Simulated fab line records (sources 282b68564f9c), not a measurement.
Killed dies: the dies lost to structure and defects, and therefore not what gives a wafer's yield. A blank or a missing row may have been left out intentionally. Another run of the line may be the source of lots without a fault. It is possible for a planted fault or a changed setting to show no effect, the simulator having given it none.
One fault seen from 2 desks    flow rit cmos    what lay behind the numbers comes last; until then each desk has only its own

TOOL OWNER'S DESK, rie si-02
The tool's own readings at RIT_GATE_ETCH_19 (etches poly-Si in SF6/CHF3/O2, stops on SiO2, time 165 s, target depth 312.5 nm): means of the sampled wafers that have a number, for each lot that ran on this tool. A lot is out of limits, marked OUT, if its mean lies more than 4 standard deviations from the usual mean; the brackets give that distance.
Columns: A = drypump motor current A at RIT_GATE_ETCH_19, usual 6.0 A; B = oes product au at RIT_GATE_ETCH_19, usual 0.838 a.u.; C = throttle valve pct at RIT_GATE_ETCH_19, usual 10.20 %
lot   first seen here  A    B      C
L686  day 5 04:05      6.3  0.842  10.18
L692  day 6 09:05      5.8  0.821  10.02
Finding of this desk: none of the 2 lots has anything out of limits.

METROLOGY DESK
What the gauges read for every lot (on any tool): the sampled wafers with a number, averaged. A lot is out of limits, marked OUT, if its mean lies more than 4 standard deviations from the usual mean; the brackets give that distance.
Columns: A = GATE_OXIDE_THK at RIT_GATE_THK_MEAS_07, usual 3.00 nm; B = GATE_POLY_THK at RIT_GATE_THK_MEAS_09, usual 248.5 nm; C = cd nm at RIT_GATE_CD_MEAS_16, usual 151 nm; D = GATE_OVL at RIT_GATE_OVL_MEAS_17, usual 1.3 nm
lot   first seen here  A     B      C    D
L683  day 4 11:20      2.89  249.2  152  1.1
L686  day 5 00:11      2.90  251.3  149  1.5
L692  day 6 06:04      3.02  252.8  152  3.3
L695  day 6 20:25      3.03  247.0  151  0.1
L697  day 7 06:04      3.05  252.0  148  3.0
Finding of this desk: none of the 5 lots has anything out of limits.

PUT TOGETHER
The tool owner's desk saw nothing out of limits.
At the metrology desk, nothing out of limits was observed.

WHAT THE SIMULATOR HAD INSERTED
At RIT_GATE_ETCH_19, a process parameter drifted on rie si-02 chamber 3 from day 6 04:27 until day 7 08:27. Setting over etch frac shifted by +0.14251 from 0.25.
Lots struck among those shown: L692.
